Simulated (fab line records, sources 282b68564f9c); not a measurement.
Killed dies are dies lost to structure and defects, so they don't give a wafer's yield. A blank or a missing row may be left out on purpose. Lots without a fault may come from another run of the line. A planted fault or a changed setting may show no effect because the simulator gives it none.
A struck lot beside a sound one | flow rit_cmos | 27 steps out of a route of 202
Sound: wafers L968.1, L968.2, L968.6. Struck: wafers L982.1, L982.3, L982.4. The cause comes at the end.
At each step with rows: each side's tool, then ch and its chambers, then its first start. Under that, the readings that differ: sound wafers | struck wafers | difference of the means | sigmas: that difference in standard deviations of wafers without a fault.
alike: readings whose means differ by less than 2 such deviations, and words and numbers that are the same on both sides. not compared: withheld readings, readings that some wafer has no value for, bounds like >300 that may hide the same value, and numbers for which the record gives no deviation and whose values overlap.
The two part at a step that has a row with sigmas, a row that says differs or no value, or rows on one side only. Numbers that don't overlap but have no deviation are shown without sigmas and don't part them. A reading that every wafer of one side lacks parts them only if that side has two wafers or more.

first, 1 step without rows for these wafers: RIT_ACTIVE_OXIDATION_01 (target thk 46.8 nm, ox time 3360 s).
RIT_ACTIVE_THK_MEAS_02:
  sound on film_metro-02, day 2 23:03; struck on film_metro-03, day 5 21:03
  alike: ACTIVE_OXIDE_THK
then, 1 step without rows for these wafers: RIT_ACTIVE_CVD_03 (deposits Si3N4 from SiH2Cl2/NH3, target thk 150 nm, time 1500 s).
RIT_ACTIVE_THK_MEAS_04:
  sound on film_metro-01, day 3 00:32; struck on film_metro-03, day 5 22:32
  alike: ACTIVE_NITRIDE_THK
then, 6 steps without rows for these wafers: RIT_ACTIVE_HMDS_05 (prime time 60 s); RIT_ACTIVE_COAT_06 (resist thk 980.1 nm); RIT_ACTIVE_SOFTBAKE_07 (time 60 s); RIT_ACTIVE_EXPOSE_08 (exposes mask M1, target cd 1400 nm); RIT_ACTIVE_PEB_09; RIT_ACTIVE_DEVELOP_10 (develop time 50 s).
RIT_ACTIVE_CD_MEAS_11: target cd 1400 nm.
  sound on cd_sem-02, day 3 01:37; struck on cd_sem-01, day 5 23:35
  alike: cd_nm
then, 1 step without rows for these wafers: RIT_ACTIVE_HARDBAKE_12 (time 60 s).
RIT_ACTIVE_ETCH_13: etches Si3N4 in SF6, stops on SiO2, time 210 s, target depth 210 nm.
  sound on rie_diel-04 ch 0,2,3, day 3 01:53; struck on rie_diel-02 ch 1,2,3, day 5 23:52
  reading                                       | sound             | struck            | difference | sigmas
  oes_product_au (a.u.)                         | 0.822 0.826 0.850 | 0.789 0.773 0.793 | -0.048     | -4
  run_length_s (s)                              | 238.1 238.0 238.4 | 257.6 257.4 256.8 | +19.1      | +52
  model.NOVOLAK_of_ACTIVE_COAT_06.thk_nm (nm)   | 630.9 630.8 626.3 | 607.1 614 617.2   | -16.6      |
  model.ACTIVE.feature_depth_nm (nm)            | 150.6 150.8 151.2 | 155.2 153.5 154   | +3.4       |
  model.SiO2_of_ACTIVE_OXIDATION_01.thk_nm (nm) | 45.72 45.96 45.98 | 39.01 41.61 41.31 | -5.24      |
  alike: drypump_motor_current_A, rf_fwd_power_W, throttle_valve_pct
  not compared: rf_hours_counter_h
RIT_ACTIVE_STRIP_14: strips in O2, time 180 s.
  sound on plasma_asher-04 ch 0,1, day 3 02:02; struck on plasma_asher-02 ch 0,1, day 5 23:59
  alike: drypump_motor_current_A
  not compared: rf_hours_counter_h
RIT_ACTIVE_CD_MEAS_90: target cd 1400 nm.
  sound on cd_sem-01, day 3 02:12; struck on cd_sem-02, day 6 00:10
  alike: cd_nm
then, 4 steps without rows for these wafers: RIT_ACTIVE_CLEAN_15 (cleans in SC1, time 600 s); RIT_ACTIVE_CLEAN_16 (cleans in dHF, time 30 s); RIT_ACTIVE_CLEAN_17 (cleans in SC2, time 600 s); RIT_FOX1_OXIDATION_00 (target thk 350.7 nm, ox time 1130 s).
RIT_FOX1_THK_MEAS_01:
  sound on film_metro-03, day 3 04:22; struck on film_metro-04, day 6 03:22
  alike: FOX1_OXIDE_THK
then, 2 steps without rows for these wafers: RIT_FOX1_WET_ETCH_02 (etches SiO2 in BOE, target depth 350 nm, time 390 s); RIT_FOX2_OXIDATION_00 (target thk 350.7 nm, ox time 1130 s).
RIT_FOX2_THK_MEAS_01:
  sound on film_metro-02, day 3 05:52; struck on film_metro-01, day 6 05:24
  alike: FOX2_OXIDE_THK
then, 1 step without rows for these wafers: RIT_FOX2_CLEAN_02 (cleans in dHF, time 180 s).
RIT_FOX2_WET_ETCH_03: etches Si3N4 in H3PO4, target depth 195 nm, time 2700 s.
  sound on wet_bench-02 ch 3, day 3 05:59; struck on wet_bench-02 ch 2, day 6 05:31
  reading                                       | sound            | struck            | difference | sigmas
  model.SiO2_of_ACTIVE_OXIDATION_01.thk_nm (nm) | 40.7 40.88 40.92 | 34.66 36.97 36.72 | -4.72      |
  alike: run_length_s, temp_c
RIT_FOX2_THK_MEAS_90:
  sound on film_metro-02, day 3 06:53; struck on film_metro-04, day 6 06:16
  alike: FIELD_OXIDE_LEFT_1_THK
RIT_M1_PROBE_99:
  sound on prober-01, day 4 20:33; struck on prober-01, day 7 21:42
  reading            | sound | struck | difference | sigmas
  killed_at_contacts | 1 0 1 | 0 0 0  | -1         | -3
  alike: killed_at_M0_to_M3, killed_at_front_end, killed_dies, killed_on_rim, killed_open, killed_short

WHERE THEY PART
First at RIT_ACTIVE_ETCH_13; last, within this record, at RIT_M1_PROBE_99.

WHY: what the simulator had put in
Process parameter drift: rie_diel-02, from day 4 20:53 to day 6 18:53, at RIT_ACTIVE_ETCH_13. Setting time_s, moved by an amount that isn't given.
